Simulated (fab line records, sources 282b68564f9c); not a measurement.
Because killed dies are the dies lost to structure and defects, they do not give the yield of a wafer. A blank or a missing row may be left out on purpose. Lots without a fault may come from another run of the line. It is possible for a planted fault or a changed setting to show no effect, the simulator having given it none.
Lot-split experiment :: flow rit cmos :: 23 wafers read across 5 lots, on a route 202 steps long

## SPLIT DETAILS
At RIT_PRETRO_IMPLANT_08, the setting dose cm2 was moved away from the recipe's 1.2e+13 on 11 of the 23 wafers read, by +2.8% to +6.9%. The other wafers ran this setting at the recipe's value.

## BETWEEN THE SPLIT AND THE READING: the file shows 1 step in between
- RIT_PRETRO_STRIP_09: strips in O2, time 180 s

## THE READING
PRETRO_TW, at RIT_PRETRO_TW_MEAS_10. Fault-free wafers of this fab line usually give 475.4, standard deviation 1.9.

wafer: L075.2
tool, chamber at the split: implanter-02, 0
dose cm2 as run: 1.2e+13
against the recipe: recipe
PRETRO_TW: 477.9
against lot-mates on the recipe: -

wafer: L075.3
tool, chamber at the split: implanter-02, 0
dose cm2 as run: 1.2e+13
against the recipe: recipe
PRETRO_TW: 480.1
against lot-mates on the recipe: -

wafer: L075.4
tool, chamber at the split: implanter-02, 0
dose cm2 as run: 1.283e+13
against the recipe: +6.9%
PRETRO_TW: 491.8
against lot-mates on the recipe: +12.8

wafer: L075.5
tool, chamber at the split: implanter-02, 0
dose cm2 as run: 1.283e+13
against the recipe: +6.9%
PRETRO_TW: 486.6
against lot-mates on the recipe: +7.6

wafer: L075.6
tool, chamber at the split: implanter-02, 0
dose cm2 as run: 1.283e+13
against the recipe: +6.9%
PRETRO_TW: 489.4
against lot-mates on the recipe: +10.4

wafer: L076.1
tool, chamber at the split: implanter-03, 0
dose cm2 as run: 1.234e+13
against the recipe: +2.8%
PRETRO_TW: 477.6
against lot-mates on the recipe: +2.6

wafer: L076.2
tool, chamber at the split: implanter-03, 0
dose cm2 as run: 1.2e+13
against the recipe: recipe
PRETRO_TW: 475.3
against lot-mates on the recipe: -

wafer: L076.3
tool, chamber at the split: implanter-03, 0
dose cm2 as run: 1.2e+13
against the recipe: recipe
PRETRO_TW: 476.0
against lot-mates on the recipe: -

wafer: L076.5
tool, chamber at the split: implanter-03, 0
dose cm2 as run: 1.2e+13
against the recipe: recipe
PRETRO_TW: 473.8
against lot-mates on the recipe: -

wafer: L076.6
tool, chamber at the split: implanter-03, 0
dose cm2 as run: 1.234e+13
against the recipe: +2.8%
PRETRO_TW: 479.5
against lot-mates on the recipe: +4.5

wafer: L077.1
tool, chamber at the split: implanter-02, 0
dose cm2 as run: 1.283e+13
against the recipe: +6.9%
PRETRO_TW: 488.3
against lot-mates on the recipe: +13.4

wafer: L077.3
tool, chamber at the split: implanter-02, 0
dose cm2 as run: 1.283e+13
against the recipe: +6.9%
PRETRO_TW: 486.2
against lot-mates on the recipe: +11.3

wafer: L077.4
tool, chamber at the split: implanter-02, 0
dose cm2 as run: 1.2e+13
against the recipe: recipe
PRETRO_TW: 474.6
against lot-mates on the recipe: -

wafer: L077.5
tool, chamber at the split: implanter-02, 0
dose cm2 as run: 1.283e+13
against the recipe: +6.9%
PRETRO_TW: 486.6
against lot-mates on the recipe: +11.7

wafer: L077.6
tool, chamber at the split: implanter-02, 0
dose cm2 as run: 1.2e+13
against the recipe: recipe
PRETRO_TW: 475.2
against lot-mates on the recipe: -

wafer: L080.1
tool, chamber at the split: implanter-03, 0
dose cm2 as run: 1.2e+13
against the recipe: recipe
PRETRO_TW: 474.3
against lot-mates on the recipe: -

wafer: L080.2
tool, chamber at the split: implanter-03, 0
dose cm2 as run: 1.276e+13
against the recipe: +6.3%
PRETRO_TW: 481.9
against lot-mates on the recipe: +7.4

wafer: L080.3
tool, chamber at the split: implanter-03, 0
dose cm2 as run: 1.276e+13
against the recipe: +6.3%
PRETRO_TW: 484.2
against lot-mates on the recipe: +9.7

wafer: L080.4
tool, chamber at the split: implanter-03, 0
dose cm2 as run: 1.2e+13
against the recipe: recipe
PRETRO_TW: 474.7
against lot-mates on the recipe: -

wafer: L080.6
tool, chamber at the split: implanter-03, 0
dose cm2 as run: 1.276e+13
against the recipe: +6.3%
PRETRO_TW: 482.7
against lot-mates on the recipe: +8.2

wafer: L081.2
tool, chamber at the split: implanter-03, 0
dose cm2 as run: 1.2e+13
against the recipe: recipe
PRETRO_TW: 477.3
against lot-mates on the recipe: -

wafer: L081.3
tool, chamber at the split: implanter-03, 0
dose cm2 as run: 1.2e+13
against the recipe: recipe
PRETRO_TW: 476.2
against lot-mates on the recipe: -

wafer: L081.4
tool, chamber at the split: implanter-03, 0
dose cm2 as run: 1.2e+13
against the recipe: recipe
PRETRO_TW: 476.2
against lot-mates on the recipe: -

FIT RESULTS
A straight line over all 23 wafers: PRETRO_TW changes by +1.58 for each +1% of dose cm2; r = +0.92; the points scatter about the line by 2.2.
The same after taking each lot's own level away (the mean of its wafers on the recipe; 23 wafers): +1.54 for each +1%; r = +0.97; scatter 1.4.
Per that fit: largest dose cm2 move, reading shift of 11.
Measured against the standard deviation above, the lots' own levels, which go from 474.50 to 479.00, span 2.4 times it.
Consequently the slope shifts little with the lot-to-lot level, the two slopes agreeing.
Check: for one of the wafers moved furthest among these (+6.9%), held out of the fit, the line's prediction against its lot-mates is +10.3. It came out at +12.8 against them.

## OTHER SPLITS ON THESE WAFERS
Other splits were also applied to these wafers ahead of the reading. Each is held against what the fit with the lots' levels taken away leaves over:
other split on the same wafers: RIT_ACTIVE_CVD_03 time s
wafers away from the commonest value: 18
r with PRETRO_TW (lot level and that fit taken away): +0.37

other split on the same wafers: RIT_FOX1_OXIDATION_00 temp c
wafers away from the commonest value: 15
r with PRETRO_TW (lot level and that fit taken away): +0.30

other split on the same wafers: RIT_NRETRO_COAT_01 spin rpm
wafers away from the commonest value: 10
r with PRETRO_TW (lot level and that fit taken away): +0.22

## THE FILE'S OWN FIT
PRETRO_TW changes by +1.52 for each +1% of dose cm2, r = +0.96.
